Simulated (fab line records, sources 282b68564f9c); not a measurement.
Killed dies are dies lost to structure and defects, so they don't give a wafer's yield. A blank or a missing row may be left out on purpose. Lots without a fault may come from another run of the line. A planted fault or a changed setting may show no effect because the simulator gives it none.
Which tool did it? | flow rit_cmos | 14 lots, 42 wafers sampled, at 2 steps of a route of 202

WHAT THE GAUGES READ, wafer by wafer
The record holds no reading of a measuring or inspecting step that can be judged against a usual standard deviation.

WHICH TOOL RAN EACH LOT (tool, then ch and the chambers of the sampled wafers, then the start)
lot  | RIT_PSD_DEVELOP_05               | RIT_M1_PROBE_99
L735 | litho_track-04 ch 0, day 3 02:00 | -
L736 | litho_track-04 ch 0, day 3 09:00 | -
L737 | litho_track-02 ch 0, day 3 12:00 | -
L738 | litho_track-02 ch 0, day 3 19:00 | -
L744 | litho_track-03 ch 0, day 5 06:00 | -
L745 | litho_track-04 ch 0, day 5 10:00 | -
L747 | litho_track-04 ch 0, day 6 02:00 | -
L748 | litho_track-02 ch 0, day 6 04:00 | -
L751 | litho_track-02 ch 0, day 6 20:00 | prober-01, day 7 05:47
L753 | litho_track-02 ch 0, day 6 23:00 | -
L755 | litho_track-02 ch 0, day 7 08:00 | -
L756 | litho_track-03 ch 0, day 7 11:00 | -
L757 | litho_track-03 ch 0, day 7 19:00 | prober-02, day 8 03:34
L758 | litho_track-03 ch 0, day 7 21:00 | prober-01, day 8 06:10
- RIT_PSD_DEVELOP_05: develop time 50 s.
- RIT_M1_PROBE_99

WHAT THE TOOLS THEMSELVES READ (means of the sampled wafers that have a number; where no wafer has one, the mark that the record gives instead)
RIT_PSD_DEVELOP_05. Usual: chill_plate_temp_C 22.99 C, standard deviation 0.095; developer_temp_C 22.99 C, standard deviation 0.1.
lot  | tool           | chill_plate_temp_C (C) | developer_temp_C (C) | flag
L735 | litho_track-04 | 22.95                  | 22.95                |
L736 | litho_track-04 | 22.90                  | 22.85                |
L737 | litho_track-02 | 23.00                  | 22.91                |
L738 | litho_track-02 | 22.96                  | 22.86                |
L744 | litho_track-03 | 22.95                  | 23.06                |
L745 | litho_track-04 | 22.99                  | 22.96                |
L747 | litho_track-04 | 22.92                  | 23.03                |
L748 | litho_track-02 | 23.03                  | 23.02                |
L751 | litho_track-02 | 22.99                  | 23.08                |
L753 | litho_track-02 | 22.98                  | 22.18                | OFF
L755 | litho_track-02 | 23.12                  | 22.12                | OFF
L756 | litho_track-03 | 23.05                  | 23.04                |
L757 | litho_track-03 | 22.97                  | 22.98                |
L758 | litho_track-03 | 22.95                  | 23.12                |

RIT_M1_PROBE_99. Usual: killed_at_M0_to_M3 0.0, standard deviation 0.25; killed_at_contacts 0.0, standard deviation 0.18; killed_at_front_end 7, standard deviation 3.4; killed_dies 7, standard deviation 3.4; killed_open 3.7, standard deviation 2.2; killed_short 3.6, standard deviation 2.2.
lot  | tool      | killed_at_M0_to_M3 | killed_at_contacts | killed_at_front_end | killed_dies | killed_open | killed_short | flag
L751 | prober-01 | 0.0                | 0.3                | 5                   | 6           | 1.7         | 4.0          |
L757 | prober-02 | 0.0                | 0.0                | 7                   | 7           | 3.3         | 4.0          |
L758 | prober-01 | 0.0                | 0.0                | 9                   | 9           | 4.0         | 4.7          |

THE ANSWER, worked out from the rows above alone
Rule: a lot is off if the mean of its wafers that have a number lies more than 3 standard deviations from the usual mean. A lot without any number at a reading at which 4 lots or more have one is off too. The other lots that the step has rows for count as sound. The gauges are gone through in route order, then the tools' own readings, and for those a lot's mean is taken as printed above. The first step at which some lot is off is used, and at that step the reading that is off furthest; a lot without a number counts as furthest.
Off: L753, L755, at RIT_PSD_DEVELOP_05 (developer_temp_C).
A tool fits if, at that step or a process step before it, it ran every lot that is off, and no sound lot after the first of them. One fits: litho_track-02 at RIT_PSD_DEVELOP_05. Its last sound lot is L751 (day 6 20:00), its first lot that is off L753 (day 6 23:00): a fault that began between those two fits.
The tool's own readings at RIT_PSD_DEVELOP_05 bear it out: on the lots that are off they differ by more than 5 times the standard deviation of the sound lots' means. developer_temp_C reads 22.15 C there against 22.99 C on the sound lots.

WHAT THE SIMULATOR HAD PUT IN
Process parameter drift: litho_track-02, from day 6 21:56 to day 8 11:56, at RIT_PSD_DEVELOP_05. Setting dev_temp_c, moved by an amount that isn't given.
Lots struck among those shown: L753, L755. The rule above found the same.
